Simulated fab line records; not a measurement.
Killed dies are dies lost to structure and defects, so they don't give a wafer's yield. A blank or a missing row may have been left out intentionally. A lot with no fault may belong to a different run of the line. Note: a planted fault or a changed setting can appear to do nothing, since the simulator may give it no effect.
The same fault as seen by 2 desks | flow berkeley cmos170 | numbers are kept per desk, each desk with only its own; the story behind them comes last

TOOL OWNER'S DESK, implanter-03
The tool's own readings at UCB170_PWELL_IMPLANT_15, given as means over the sampled wafers that have a number, one for each lot that went through this tool. If a lot's mean is further than 4 standard deviations from the usual mean, the lot is out of limits and carries the mark OUT (the distance appears in the brackets).
Columns: A = beam on s at UCB170_PWELL_IMPLANT_15, usual 10.02 s; B = dose ions cm2 at UCB170_PWELL_IMPLANT_15, usual 5e+12; C = faraday current uA at UCB170_PWELL_IMPLANT_15, usual 15.8
lot  | first seen here | A     | B                       | C
L665 | day 3 11:26     | 9.99  | 5e+12                   | 15.9
L668 | day 4 01:01     | 10.18 | 5e+12                   | 15.6
L671 | day 4 10:53     | 9.98  | 5e+12                   | 15.9
L675 | day 5 13:19     | 9.93  | 5e+12                   | 15.9
L674 | day 5 13:37     | 10.10 | 5e+12                   | 15.7
L676 | day 5 17:14     | 9.83  | 9e+12 (+99 or more) OUT | 27.7 (+38) OUT
L677 | day 5 17:28     | 10.10 | 9e+12 (+99 or more) OUT | 27.1 (+36) OUT
L681 | day 6 15:37     | 10.11 | 9e+12 (+99 or more) OUT | 26.9 (+36) OUT
This desk's finding: out of limits on L676, L677, L681; first on L676, day 5 17:14 (dose ions cm2 at UCB170_PWELL_IMPLANT_15). In limits: L665, L668, L671, L675, L674.

AT THE METROLOGY DESK
Lot by lot, what the gauges showed, no matter which tool ran the lot: averages of those sampled wafers that carry a number. If a lot's mean is further than 4 standard deviations from the usual mean, the lot is out of limits and carries the mark OUT (the distance appears in the brackets).
Columns: A = PWELL_TW at UCB170_PWELL_TW_MEAS_17, usual 378.1; B = PVT_TW at UCB170_PVT_TW_MEAS_09, usual 508; C = cd nm at UCB170_V2_CD_MEAS_12, usual 700.3 nm; D = M3_BOW at UCB170_M3_BOW_MEAS_20, usual 36 um
lot  | first seen here | A               | B   | C     | D
L665 | day 3 11:40     | 379.5           | 508 | 700.0 | 35
L666 | day 3 11:56     | 379.2           | 506 | 700.2 | 35
L667 | day 4 01:00     | 377.6           | 508 | 699.7 | 32
L668 | day 4 01:16     | 377.3           | 511 | 698.8 | 37
L669 | day 4 01:37     | 377.1           | 507 | 699.6 | 32
L672 | day 4 10:49     | 377.1           | 506 | 701.7 | 30
L671 | day 4 11:06     | 377.6           | 507 | 700.2 | 37
L675 | day 5 13:34     | 377.3           | 514 | 699.4 | 41
L674 | day 5 13:52     | 374.6           | 509 | 699.3 | 34
L676 | day 5 17:27     | 449.1 (+39) OUT | 513 | 699.7 | 40
L677 | day 5 17:41     | 447.0 (+38) OUT | 514 | 699.6 | 24
L678 | day 6 04:34     | 380.6           | 506 | 699.9 | 36
L681 | day 6 15:49     | 445.5 (+37) OUT | 505 | 700.9 | 37
L679 | day 6 16:04     | 377.7           | 504 | 699.9 | 36
L688 | day 8 01:51     | 377.2           | 512 | 700.2 | 35
Per this desk, out of limits: L676, L677, L681; the first was L676, day 5 17:27 (PWELL_TW at UCB170_PWELL_TW_MEAS_17). In limits: L665, L666, L667, L668, L669, L672, L671, L675, L674, L678, L679, L688.

PUT TOGETHER
The tool owner's desk could have raised an alarm at day 5 17:14, on L676, L677, L681.
On L676, L677, L681, the metrology desk was in a position to raise an alarm at day 5 17:27.
All the named lots went through UCB170_PWELL_IMPLANT_15 on implanter-03.

WHAT WAS PUT IN BY THE SIMULATOR
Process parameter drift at UCB170_PWELL_IMPLANT_15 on implanter-03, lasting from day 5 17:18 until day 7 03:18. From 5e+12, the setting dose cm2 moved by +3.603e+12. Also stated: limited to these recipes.
Struck lots among those shown: L676, L677, L681.
